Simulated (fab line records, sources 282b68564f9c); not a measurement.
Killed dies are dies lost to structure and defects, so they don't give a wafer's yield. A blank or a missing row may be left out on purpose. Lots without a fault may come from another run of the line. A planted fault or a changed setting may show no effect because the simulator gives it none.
A struck lot beside a sound one | flow rit_cmos | 18 steps out of a route of 202
Sound: wafers L233.1, L233.3, L233.5. Struck: wafers L241.1, L241.2, L241.4. The cause comes at the end.
At each step with rows: each side's tool, then ch and its chambers, then its first start. Under that, the readings that differ: sound wafers | struck wafers | difference of the means | sigmas: that difference in standard deviations of wafers without a fault.
alike: readings whose means differ by less than 2 such deviations, and words and numbers that are the same on both sides. not compared: withheld readings, readings that some wafer has no value for, bounds like >300 that may hide the same value, and numbers for which the record gives no deviation and whose values overlap.
The two part at a step that has a row with sigmas, a row that says differs or no value, or rows on one side only. Numbers that don't overlap but have no deviation are shown without sigmas and don't part them. A reading that every wafer of one side lacks parts them only if that side has two wafers or more.

RIT_M1_RS_MEAS_01: measures by four-point-probe.
  sound on film_metro-04, day 4 16:17; struck on film_metro-01, day 6 03:59
  reading           | sound                | struck               | difference | sigmas
  M1_AL_RS (ohm/sq) | 0.0752 0.0732 0.0750 | 0.0720 0.0737 0.0723 | -0.0018    | -2
RIT_M1_THK_MEAS_02: measures by xrf.
  sound on film_metro-04, day 4 16:24; struck on film_metro-01, day 6 04:06
  alike: M1_AL_THK
then, 6 steps without rows for these wafers: RIT_M1_HMDS_03 (prime time 60 s); RIT_M1_COAT_04 (resist thk 1300 nm); RIT_M1_SOFTBAKE_05 (time 60 s); RIT_M1_EXPOSE_06 (exposes mask M12, target cd 2600 nm); RIT_M1_PEB_07; RIT_M1_DEVELOP_08 (develop time 65.48 s).
RIT_M1_CD_MEAS_09: target cd 2600 nm.
  sound on cd_sem-01, day 4 17:20; struck on cd_sem-01, day 6 05:10
  reading    | sound                | struck               | difference | sigmas
  cd_nm (nm) | 2597.0 2594.4 2594.0 | 2603.4 2601.8 2600.5 | +6.8       | +3
RIT_M1_OVL_MEAS_10:
  sound on overlay-01, day 4 17:28; struck on overlay-01, day 6 05:17
  alike: M1_OVL
then, 1 step without rows for these wafers: RIT_M1_HARDBAKE_11 (time 120 s).
RIT_M1_METAL_ETCH_12: etches Al in Cl2/BCl3, stops on SiO2, time 165 s, target depth 600 nm.
  sound on rie_metal-03 ch 0,1, day 4 17:44; struck on rie_metal-02 ch 0,1, day 6 05:34
  alike: drypump_motor_current_A, oes_product_au, throttle_valve_pct
  not compared: rf_hours_counter_h
RIT_M1_STRIP_13: strips in nmp, time 600 s.
  sound on wet_bench-04 ch 2, day 4 17:54; struck on wet_bench-03 ch 1, day 6 05:44
  alike: bath_heat_duty_pct
RIT_M1_STRIP_14: strips in O2, time 180 s.
  sound on plasma_asher-02 ch 0, day 4 18:06; struck on plasma_asher-02 ch 0,1, day 6 05:55
  alike: drypump_motor_current_A
  not compared: rf_hours_counter_h
RIT_M1_CD_MEAS_90: target cd 2600 nm.
  sound on cd_sem-02, day 4 18:16; struck on cd_sem-02, day 6 06:05
  alike: cd_nm
then, 1 step without rows for these wafers: RIT_M1_ANNEAL_15 (time 1800 s).
RIT_M1_BOW_MEAS_16:
  sound on film_metro-02, day 4 19:53; struck on film_metro-01, day 6 07:43
  alike: M1_BOW
RIT_M1_PROBE_99:
  sound on prober-01, day 4 20:01; struck on prober-01, day 6 07:50
  reading             | sound  | struck      | difference | sigmas
  killed_at_M0_to_M3  | 0 0 0  | 41 39 37    | +39        | +99 or more
  killed_at_front_end | 10 6 5 | 223 225 227 | +218       | +73
  killed_dies         | 10 7 5 | 264 264 264 | +257       | +83
  killed_on_rim       | 1 3 2  | 70 70 70    | +68        | +49
  alike: killed_at_contacts, killed_open, killed_short

WHERE THEY PART
First at RIT_M1_RS_MEAS_01; last, within this record, at RIT_M1_PROBE_99.

WHY: what the simulator had put in
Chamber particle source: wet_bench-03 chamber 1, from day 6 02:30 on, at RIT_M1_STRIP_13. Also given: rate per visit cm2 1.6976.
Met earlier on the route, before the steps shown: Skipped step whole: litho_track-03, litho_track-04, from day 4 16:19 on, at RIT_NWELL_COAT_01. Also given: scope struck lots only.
